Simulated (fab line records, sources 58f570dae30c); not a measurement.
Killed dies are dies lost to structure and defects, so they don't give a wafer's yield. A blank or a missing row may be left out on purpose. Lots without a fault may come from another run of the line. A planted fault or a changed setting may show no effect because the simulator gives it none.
fab line records | flow berkeley_cmos170 | part 1 of 2: steps 1 to 27 of 39
record lots=5 wafers=15 last_day=13
route steps=331 shown PWELL@36 WELLDRIVE@55 ACTIVE@60
lots that met no fault: from a run of the same line without faults
start_h: hours from the record's first day to the start of the lot's first wafer shown | wait_h: hours since the lot's step before | " the same as in the row above | L1.1+2: a row that stands for several wafers | - no value, or no start given | * or withheld: withheld | < > ~ a bound
route shown NAME@n: a module of which the file shows steps, and the number in the route of the first | usual: mean/standard deviation of fault-free wafers | same: alike in all rows | chamber/n: place in a boat | sites: the reading at each site | _std_site: their standard deviation | _edge_site: outer sites' mean less inner sites' | radius_mm: how far each site lies from the wafer's centre | mask NAME#n: copy n | behind: the tool/chamber that last shaped the wafer | hold: why the lot was held/for how many hours/how that ended | device: the transistor (n, p or np) that didn't switch | end of line: the same wafers' tests at the end of the route | a step without rows: its recipe alone | killed: dies lost to structure and defects at the first sort, not the wafer's yield | map: a wafer's dies, x killed, . not, _ none there
set.NAME: the setting as run; set.NAME@STEP: as run at that earlier step | model.NAME: the simulator's own value behind a step, which no gauge read
lots at some steps of the route; a table a step, a row a wafer
services: from which hour (start_h, from the record's first day; less than 0 if before it) a tool's chamber was out of use, for how many hours, and why
## steps
# step UCB170_PWELL_OXIDATION_02
# recipe temp_c=1000 ambient=O2 target_thk_a=264 ox_time_s=1260
# usual tube_center_temp_C_max=1002.6/0.39 zone_power_load_pct=37/4.5
# same ox_time_s=1260
# columns lot.wafer tool chamber start_h wait_h tube_center_temp_C_max zone_power_load_pct
L086.1 furnace-01 0 101.43 4.5 1002.4 35
L086.4 " 0 " " 1001.9 35
L086.5 " 0 " " 1002.7 35
L091.1 furnace-02 0 134.36 2.7 1003.4 33
L091.5 " 0 " " 1002.2 34
L091.6 " 0 " " 1002.3 34
L092.1 furnace-02 0 134.36 2.7 1002.6 34
L092.2 " 0 " " 1002.0 34
L092.6 " 0 " " 1002.5 34
L094.1 furnace-01 0 146.81 3.5 1002.4 35
L094.3 " 0 " " 1003.1 35
L094.4 " 0 " " 1002.1 36
L096.1 furnace-04 0 161.75 8.4 1002.5 44
L096.4 " 0 " " 1002.8 44
L096.6 " 0 " " 1002.0 44
# step UCB170_PWELL_THK_MEAS_03
# recipe reads=SiO2_of_PWELL_OXIDATION_02
# usual PWELL_OXIDE_THK=26.5/0.49
# columns lot.wafer tool chamber start_h wait_h PWELL_OXIDE_THK[nm]
L086.1 film_metro-03 - 102.78 0.0 26.5
L086.4 " - " " 26.4
L086.5 " - " " 26.0
L091.1 film_metro-01 - 135.71 0.0 26.6
L091.5 " - " " 26.0
L091.6 " - " " 26.3
L092.1 film_metro-03 - 135.71 0.0 26.6
L092.2 " - " " 26.6
L092.6 " - " " 26.9
L094.1 film_metro-02 - 148.16 0.0 26.7
L094.3 " - " " 27.2
L094.4 " - " " 27.4
L096.1 film_metro-03 - 163.10 0.0 26.4
L096.4 " - " " 26.3
L096.6 " - " " 26.0
# step UCB170_PWELL_ANNEAL_04
# recipe temp_c=1000 time_s=900 ambient=N2
# usual tube_center_temp_C_max=1002.6/0.41 zone_power_load_pct=39/5.1
# columns lot.wafer tool chamber start_h wait_h tube_center_temp_C_max zone_power_load_pct
L086.1 furnace-02 0 107.13 4.3 1003.5 34
L086.4 " 0 " " 1002.8 33
L086.5 " 0 " " 1004.2 34
L091.1 furnace-02 0 139.81 4.1 1002.3 33
L091.5 " 0 " " 1002.6 33
L091.6 " 0 " " 1003.0 33
L092.1 furnace-02 0 139.81 4.1 1002.6 34
L092.2 " 0 " " 1002.7 33
L092.6 " 0 " " 1002.3 34
L094.1 furnace-04 0 156.25 8.1 1002.3 45
L094.3 " 0 " " 1002.4 45
L094.4 " 0 " " 1002.7 45
L096.1 furnace-04 0 169.96 6.9 1002.3 44
L096.4 " 0 " " 1002.7 44
L096.6 " 0 " " 1003.4 44
# step UCB170_PWELL_CVD_05
# recipe material=Si3N4 target_thk_nm=220 temp_c=800 precursor=SiH2Cl2/NH3 time_s=3300 pressure_mtorr=200 sih2cl2_flow_sccm=25 nh3_flow_sccm=75
# usual pressure_mtorr=199.9/0.34 zone_power_load_pct=21.0/2.2
# columns lot.wafer tool chamber start_h wait_h pressure_mtorr zone_power_load_pct
L086.1 lpcvd-02 0 108.38 0.0 199.9 17.9
L086.4 " 0 " " 199.9 18.2
L086.5 " 0 " " 199.9 18.0
L091.1 lpcvd-02 0 141.06 0.0 199.9 17.8
L091.5 " 0 " " 200.1 18.2
L091.6 " 0 " " 200.1 17.9
L092.1 lpcvd-02 1 141.06 0.0 200.5 20.5
L092.2 " 1 " " 200.4 20.3
L092.6 " 1 " " 200.0 20.4
L094.1 lpcvd-01 1 157.50 0.0 199.6 24.1
L094.3 " 1 " " 199.5 24.1
L094.4 " 1 " " 199.5 24.3
L096.1 lpcvd-01 0 171.23 0.0 199.8 21.0
L096.4 " 0 " " 200.6 20.6
L096.6 " 0 " " 200.3 21.2
# step UCB170_PWELL_THK_MEAS_06
# recipe reads=Si3N4_of_PWELL_CVD_05
# usual PWELL_NITRIDE_THK=219.7/1.9
# columns lot.wafer tool chamber start_h wait_h PWELL_NITRIDE_THK[nm]
L086.1 film_metro-02 - 111.25 0.0 221.1
L086.4 " - " " 221.4
L086.5 " - " " 222.4
L091.1 film_metro-01 - 142.98 0.0 217.0
L091.5 " - " " 218.2
L091.6 " - " " 216.4
L092.1 film_metro-03 - 142.98 0.0 221.8
L092.2 " - " " 219.2
L092.6 " - " " 218.3
L094.1 film_metro-03 - 159.41 0.0 220.2
L094.3 " - " " 219.5
L094.4 " - " " 216.2
L096.1 film_metro-02 - 173.15 0.0 221.6
L096.4 " - " " 220.2
L096.6 " - " " 219.5
# step UCB170_PWELL_HMDS_07
# recipe prime_time_s=60 prime_temp_c=100
# columns lot.wafer tool chamber start_h wait_h
L086.1+4+5 litho_track-02 0 111.87 0.6
L091.1+5+6 litho_track-03 0 143.10 0.1
L092.1+2+6 litho_track-02 0 143.23 0.2
L094.1+3+4 litho_track-01 0 159.66 0.2
L096.1+4+6 litho_track-03 0 173.21 0.1
# step UCB170_PWELL_COAT_08
# recipe resist=KrF spin_rpm=1500 resist_thk_nm=900
# columns lot.wafer tool chamber start_h wait_h
L086.1+4+5 litho_track-02 0 112.02 0.1
L091.1+5+6 litho_track-03 0 143.25 0.1
L092.1+2+6 litho_track-02 0 143.38 0.1
L094.1+3+4 litho_track-01 0 159.81 0.1
L096.1+4+6 litho_track-03 0 173.36 0.1
# step UCB170_PWELL_SOFTBAKE_09
# recipe resist=KrF temp_c=130 time_s=60
# columns lot.wafer tool chamber start_h wait_h
L086.1+4+5 litho_track-02 0 112.17 0.1
L091.1+5+6 litho_track-03 0 143.40 0.1
L092.1+2+6 litho_track-02 0 143.53 0.1
L094.1+3+4 litho_track-01 0 159.96 0.1
L096.1+4+6 litho_track-03 0 173.51 0.1
# step UCB170_PWELL_EXPOSE_10
# recipe mask_id=PWELL target_cd_nm=3000 na=0.5 sigma_outer=0.6 source_shape=conventional dose_mj=19
# usual stage_vel_mm_s=500.01/0.22
# columns lot.wafer tool chamber start_h wait_h mask stage_vel_mm_s
L086.1 krf_scanner-01 0 112.55 0.4 PWELL#0 500.20
L086.4 " 0 " " PWELL#0 499.90
L086.5 " 0 " " PWELL#0 500.01
L091.1 krf_scanner-01 0 143.67 0.2 PWELL#0 500.25
L091.5 " 0 " " PWELL#0 500.02
L091.6 " 0 " " PWELL#0 500.09
L092.1 krf_scanner-02 0 143.91 0.4 PWELL#0 500.17
L092.2 " 0 " " PWELL#0 500.36
L092.6 " 0 " " PWELL#0 499.99
L094.1 krf_scanner-02 0 160.41 0.4 PWELL#0 499.86
L094.3 " 0 " " PWELL#0 500.38
L094.4 " 0 " " PWELL#0 500.07
L096.1 krf_scanner-01 0 173.79 0.2 PWELL#0 499.88
L096.4 " 0 " " PWELL#0 500.23
L096.6 " 0 " " PWELL#0 499.63
# step UCB170_PWELL_PEB_11
# recipe peb_temp_c=130 peb_time_s=withheld resist=KrF
# columns lot.wafer tool chamber start_h wait_h
L086.1+4+5 litho_track-02 0 112.70 0.1
L091.1+5+6 litho_track-03 0 144.05 0.4
L092.1+2+6 litho_track-02 0 144.13 0.2
L094.1+3+4 litho_track-01 0 160.52 0.1
L096.1+4+6 litho_track-02 0 173.90 0.1
# step UCB170_PWELL_DEVELOP_12
# recipe developer=TMAH develop_time_s=45 resist=KrF dev_temp_c=21
# columns lot.wafer tool chamber start_h wait_h
L086.1+4+5 litho_track-02 0 - -
L091.1+5+6 litho_track-03 0 - -
L092.1+2+6 litho_track-02 0 - -
L094.1+3+4 litho_track-01 0 - -
L096.1+4+6 litho_track-02 0 - -
# step UCB170_PWELL_OVL_MEAS_13
# usual PWELL_OVL=3/6.1
# columns lot.wafer tool chamber start_h wait_h PWELL_OVL[nm]
L086.1 overlay-01 - 112.97 - -11
L086.4 " - " " -7
L086.5 " - " " -6
L091.1 overlay-02 - 144.32 - -2
L091.5 " - " " -5
L091.6 " - " " 6
L092.1 overlay-01 - 144.41 - 6
L092.2 " - " " 13
L092.6 " - " " 6
L094.1 overlay-02 - 160.80 - 6
L094.3 " - " " 4
L094.4 " - " " 10
L096.1 overlay-01 - 174.18 - 0
L096.4 " - " " 4
L096.6 " - " " 8
# step UCB170_PWELL_ETCH_14
# recipe chemistry=CH3F/Ar/O2 target=Si3N4 stop_on=SiO2 CH3F_flow_sccm=20 Ar_flow_sccm=50 O2_flow_sccm=7 pressure_mtorr=50 rf_w=450 target_depth_a=2420 over_etch_frac=0.1 time_s=151
# usual drypump_motor_current_A=5.9/0.37 mfc_ar_sccm=50.00/0.15 oes_product_au=0.939/0.018 throttle_valve_pct=8.05/0.11
# columns lot.wafer tool chamber start_h wait_h drypump_motor_current_A mfc_ar_sccm oes_product_au rf_hours_counter_h throttle_valve_pct
L086.1 rie_diel-04 0 113.01 0.0 5.7 50.12 0.951 105 8.09
L086.4 " 2 " " 6.4 49.72 0.959 152 7.83
L086.5 " 2 " " 6.3 50.08 0.959 - 7.83
L091.1 rie_diel-04 3 144.36 0.0 6.3 50.17 0.925 46 8.24
L091.5 " 2 " " 6.4 49.89 0.952 - 7.84
L091.6 " 1 " " 6.5 50.01 0.939 - 8.07
L092.1 rie_diel-03 2 144.44 0.0 6.4 49.99 0.932 126 8.20
L092.2 " 3 " " 6.0 49.95 0.940 154 7.94
L092.6 " 3 " " 6.0 50.15 0.947 - 7.95
L094.1 rie_diel-03 0 160.84 0.0 5.6 50.05 0.911 36 8.12
L094.3 " 2 " " 6.4 49.63 0.921 128 8.19
L094.4 " 2 " " 6.4 49.62 0.912 - 8.21
L096.1 rie_diel-02 0 174.21 0.0 5.4 49.82 0.961 7 7.89
L096.4 " 3 " " 5.8 50.06 0.961 19 8.12
L096.6 " 0 " " 5.4 49.70 0.948 - 7.90
# step UCB170_PWELL_IMPLANT_15
# recipe species=B dose_cm2=5e+12 energy_kev=60 tilt_deg=7
# columns lot.wafer tool chamber start_h wait_h
L086.1+4+5 implanter-03 0 113.11 0.1
L091.1+5+6 implanter-02 0 144.46 0.1
L092.1+2+6 implanter-02 0 144.61 0.1
L094.1+3+4 implanter-02 0 160.94 0.1
L096.1+4+6 implanter-01 0 174.31 0.1
# step UCB170_PWELL_STRIP_16
# recipe chemistry=O2 power_w=400 pressure_mtorr=3500 platen_temp_c=withheld o2_flow_sccm=400 overash_fraction=0.5
# usual drypump_motor_current_A=5.6/0.51 oes_product_au=0.720/0.005 strip_time_to_endpoint_s=18.09/0.087
# columns lot.wafer tool chamber start_h wait_h drypump_motor_current_A oes_product_au rf_hours_counter_h strip_time_to_endpoint_s
L086.1 plasma_asher-03 0 113.26 0.1 4.9 0.722 44 18.05
L086.4 " 1 " " 5.3 0.714 - 17.98
L086.5 " 1 " " 5.3 0.726 - 17.99
L091.1 plasma_asher-04 0 144.61 0.1 6.4 0.717 3 18.06
L091.5 " 1 " " 5.9 0.724 - 18.03
L091.6 " 0 " " 6.4 0.725 - 18.02
L092.1 plasma_asher-03 0 144.76 0.1 4.9 0.728 48 18.21
L092.2 " 1 " " 5.3 0.729 48 18.13
L092.6 " 1 " " 5.3 0.723 - 18.18
L094.1 plasma_asher-03 1 161.09 0.1 5.4 0.720 50 18.12
L094.3 " 0 " " 4.9 0.713 - 18.11
L094.4 " 1 " " 5.4 0.728 - 18.12
L096.1 plasma_asher-03 0 174.46 0.1 4.9 0.724 51 18.22
L096.4 " 1 " " 5.4 0.720 - 18.14
L096.6 " 0 " " 4.9 0.717 - 18.15
# step UCB170_PWELL_TW_MEAS_17
# usual PWELL_TW=377.1/2.5
# columns lot.wafer tool chamber start_h wait_h PWELL_TW
L086.1 film_metro-01 - 113.36 0.1 380.2
L086.4 " - " " 379.8
L086.5 " - " " 380.3
L091.1 film_metro-03 - 144.71 0.1 372.5
L091.5 " - " " 375.2
L091.6 " - " " 372.8
L092.1 film_metro-03 - 144.86 0.1 371.6
L092.2 " - " " 373.1
L092.6 " - " " 371.2
L094.1 film_metro-01 - 161.19 0.1 378.1
L094.3 " - " " 380.3
L094.4 " - " " 379.3
L096.1 film_metro-01 - 174.56 0.1 377.1
L096.4 " - " " 377.4
L096.6 " - " " 376.7
# step UCB170_PWELL_CLEAN_18
# recipe chemistry=SPM temp_c=120 time_s=600
# usual temp_c=119.97/0.15
# columns lot.wafer tool chamber start_h wait_h temp_c
L086.1 wet_bench-01 3 113.49 0.1 120.08
L086.4 " 3 " " 119.92
L086.5 " 3 " " 120.11
L091.1 wet_bench-02 0 144.77 0.1 119.76
L091.5 " 0 " " 119.96
L091.6 " 0 " " 119.90
L092.1 wet_bench-03 2 144.92 0.1 119.93
L092.2 " 2 " " 119.92
L092.6 " 2 " " 120.01
L094.1 wet_bench-01 1 161.91 0.7 120.02
L094.3 " 1 " " 120.18
L094.4 " 1 " " 119.70
L096.1 wet_bench-03 3 174.62 0.1 119.90
L096.4 " 3 " " 120.01
L096.6 " 3 " " 119.97
# step UCB170_PWELL_WET_ETCH_19
# recipe chemistry=H3PO4 target=Si3N4 temp_c=160 time_s=14400
# usual temp_c=160.01/0.14
# columns lot.wafer tool chamber start_h wait_h temp_c
L086.1 wet_bench-01 1 113.67 0.0 160.03
L086.4 " 1 " " 159.95
L086.5 " 1 " " 160.13
L091.1 wet_bench-02 3 144.95 0.0 160.01
L091.5 " 3 " " 160.24
L091.6 " 3 " " 160.05
L092.1 wet_bench-03 3 145.10 0.0 159.96
L092.2 " 3 " " 160.15
L092.6 " 3 " " 160.17
L094.1 wet_bench-01 2 162.27 0.2 159.99
L094.3 " 2 " " 159.98
L094.4 " 2 " " 160.06
L096.1 wet_bench-01 1 174.80 0.0 160.12
L096.4 " 1 " " 160.02
L096.6 " 1 " " 159.80
# step UCB170_PWELL_WET_ETCH_20
# recipe chemistry=BOE dilution=5:1 target=SiO2 temp_c=25 time_s=22
# usual temp_c=24.97/0.1
# columns lot.wafer tool chamber start_h wait_h temp_c
L086.1 wet_bench-03 0 118.26 0.6 25.17
L086.4 " 0 " " 25.04
L086.5 " 0 " " 24.95
L091.1 wet_bench-01 3 148.97 0.0 24.89
L091.5 " 3 " " 25.04
L091.6 " 3 " " 25.03
L092.1 wet_bench-02 0 149.13 0.0 25.16
L092.2 " 0 " " 24.84
L092.6 " 0 " " 24.97
L094.1 wet_bench-03 3 166.28 0.0 25.09
L094.3 " 3 " " 25.00
L094.4 " 3 " " 25.00
L096.1 wet_bench-01 2 178.98 0.2 24.92
L096.4 " 2 " " 25.04
L096.6 " 2 " " 24.97
# step UCB170_WELLDRIVE_CLEAN_00
# recipe chemistry=SPM temp_c=120 time_s=600
# usual temp_c=120.02/0.14
# columns lot.wafer tool chamber start_h wait_h temp_c
L086.1 wet_bench-03 2 118.33 0.1 120.24
L086.4 " 2 " " 120.27
L086.5 " 2 " " 120.16
L091.1 wet_bench-01 2 148.98 0.0 120.06
L091.5 " 2 " " 120.04
L091.6 " 2 " " 120.05
L092.1 wet_bench-01 1 149.16 0.0 120.01
L092.2 " 1 " " 120.06
L092.6 " 1 " " 119.89
L094.1 wet_bench-02 1 166.30 0.0 119.98
L094.3 " 1 " " 119.94
L094.4 " 1 " " 120.19
L096.1 wet_bench-01 2 179.00 0.0 120.15
L096.4 " 2 " " 120.31
L096.6 " 2 " " 119.99
# step UCB170_WELLDRIVE_OXIDATION_01
# recipe temp_c=1100 ambient=O2 target_thk_a=1990 ox_time_s=9000
# usual tube_center_temp_C_max=1102.8/0.5 zone_power_load_pct=49/5.9
# same ox_time_s=9000
# columns lot.wafer tool chamber start_h wait_h tube_center_temp_C_max zone_power_load_pct
L086.1 furnace-04 0 124.10 5.6 1103.1 56
L086.4 " 0 " " 1102.4 56
L086.5 " 0 " " 1102.9 56
L091.1 furnace-01 0 153.51 4.4 1102.4 45
L091.5 " 0 " " 1103.1 45
L091.6 " 0 " " 1103.0 44
L092.1 furnace-01 0 153.51 4.2 1102.7 45
L092.2 " 0 " " 1103.7 45
L092.6 " 0 " " 1102.4 45
L094.1 furnace-01 0 171.84 5.4 1103.0 45
L094.3 " 0 " " 1102.9 45
L094.4 " 0 " " 1103.3 45
L096.1 furnace-01 0 187.76 8.6 1102.9 45
L096.4 " 0 " " 1104.7 45
L096.6 " 0 " " 1103.0 44
# step UCB170_WELLDRIVE_THK_MEAS_02
# recipe reads=SiO2_of_WELLDRIVE_OXIDATION_01
# usual WELLDRIVE_OXIDE_THK=200/3.4
# columns lot.wafer tool chamber start_h wait_h WELLDRIVE_OXIDE_THK[nm]
L086.1 film_metro-04 - 127.60 0.0 196
L086.4 " - " " 198
L086.5 " - " " 197
L091.1 film_metro-02 - 157.01 0.0 201
L091.5 " - " " 203
L091.6 " - " " 203
L092.1 film_metro-04 - 157.01 0.0 202
L092.2 " - " " 203
L092.6 " - " " 202
L094.1 film_metro-04 - 175.34 0.0 199
L094.3 " - " " 200
L094.4 " - " " 198
L096.1 film_metro-04 - 191.26 0.0 205
L096.4 " - " " 206
L096.6 " - " " 201
# step UCB170_WELLDRIVE_ANNEAL_03
# recipe temp_c=1100 time_s=900 ambient=N2
# usual tube_center_temp_C_max=1102.8/0.51 zone_power_load_pct=45/4.2
# columns lot.wafer tool chamber start_h wait_h tube_center_temp_C_max zone_power_load_pct
L086.1 furnace-02 0 133.11 5.5 1104.3 43
L086.4 " 0 " " 1102.4 42
L086.5 " 0 " " 1102.4 43
L091.1 furnace-01 0 166.10 9.1 1102.9 43
L091.5 " 0 " " 1102.6 45
L091.6 " 0 " " 1102.9 44
L092.1 furnace-01 0 166.10 9.1 1104.1 45
L092.2 " 0 " " 1103.4 45
L092.6 " 0 " " 1102.6 45
L094.1 furnace-01 0 184.84 9.5 1102.8 44
L094.3 " 0 " " 1103.4 45
L094.4 " 0 " " 1102.2 45
L096.1 furnace-02 0 196.78 5.5 1103.1 42
L096.4 " 0 " " 1102.6 42
L096.6 " 0 " " 1102.2 42
# step UCB170_WELLDRIVE_WET_ETCH_04
# recipe chemistry=BOE dilution=5:1 target=SiO2 temp_c=25 time_s=120
# usual temp_c=24.99/0.13
# columns lot.wafer tool chamber start_h wait_h temp_c
L086.1 wet_bench-01 1 134.36 0.0 25.06
L086.4 " 1 " " 24.90
L086.5 " 1 " " 24.86
L091.1 wet_bench-01 0 167.35 0.0 25.02
L091.5 " 0 " " 25.07
L091.6 " 0 " " 25.13
L092.1 wet_bench-01 3 167.35 0.0 24.95
L092.2 " 3 " " 24.97
L092.6 " 3 " " 24.94
L094.1 wet_bench-02 2 186.09 0.0 24.91
L094.3 " 2 " " 25.03
L094.4 " 2 " " 25.10
L096.1 wet_bench-03 3 198.77 0.7 25.20
L096.4 " 3 " " 25.13
L096.6 " 3 " " 25.05
# step UCB170_ACTIVE_CLEAN_00
# recipe chemistry=SPM temp_c=120 time_s=600
# usual temp_c=120.00/0.14
# columns lot.wafer tool chamber start_h wait_h temp_c
L086.1 wet_bench-02 2 134.40 0.0 119.93
L086.4 " 2 " " 119.94
L086.5 " 2 " " 119.96
L091.1 wet_bench-03 3 167.39 0.0 119.92
L091.5 " 3 " " 120.22
L091.6 " 3 " " 120.09
L092.1 wet_bench-03 2 167.39 0.0 120.10
L092.2 " 2 " " 120.04
L092.6 " 2 " " 120.03
L094.1 wet_bench-02 3 186.13 0.0 119.97
L094.3 " 3 " " 120.03
L094.4 " 3 " " 120.05
L096.1 wet_bench-02 2 200.97 2.2 120.08
L096.4 " 2 " " 119.99
L096.6 " 2 " " 120.01
# step UCB170_ACTIVE_CLEAN_01
# recipe chemistry=dHF dilution=25:1 time_s=60
# columns lot.wafer tool chamber start_h wait_h
L086.1+4+5 wet_bench-03 1 134.58 0.0
L091.1+5+6 wet_bench-01 0 167.56 0.0
L092.1+2+6 wet_bench-01 2 167.56 0.0
L094.1+3+4 wet_bench-01 3 186.31 0.0
L096.1+4+6 wet_bench-02 2 201.41 0.2
# step UCB170_ACTIVE_OXIDATION_02
# recipe temp_c=1000 ambient=O2 target_thk_a=264 ox_time_s=1260
# usual tube_center_temp_C_max=1002.5/0.41 zone_power_load_pct=37/4
# same ox_time_s=1260
# columns lot.wafer tool chamber start_h wait_h tube_center_temp_C_max zone_power_load_pct
L086.1 furnace-02 0 138.46 3.9 1002.9 34
L086.4 " 0 " " 1002.3 33
L086.5 " 0 " " 1003.0 34
L091.1 furnace-01 0 179.39 11.8 1002.7 35
L091.5 " 0 " " 1002.8 35
L091.6 " 0 " " 1003.0 35
L092.1 furnace-01 0 179.39 11.8 1002.2 36
L092.2 " 0 " " 1002.1 35
L092.6 " 0 " " 1002.4 36
L094.1 furnace-02 0 195.43 9.1 1002.3 34
L094.3 " 0 " " 1002.7 34
L094.4 " 0 " " 1002.4 34
L096.1 furnace-02 0 204.37 2.9 1003.4 34
L096.4 " 0 " " 1001.9 34
L096.6 " 0 " " 1002.6 34
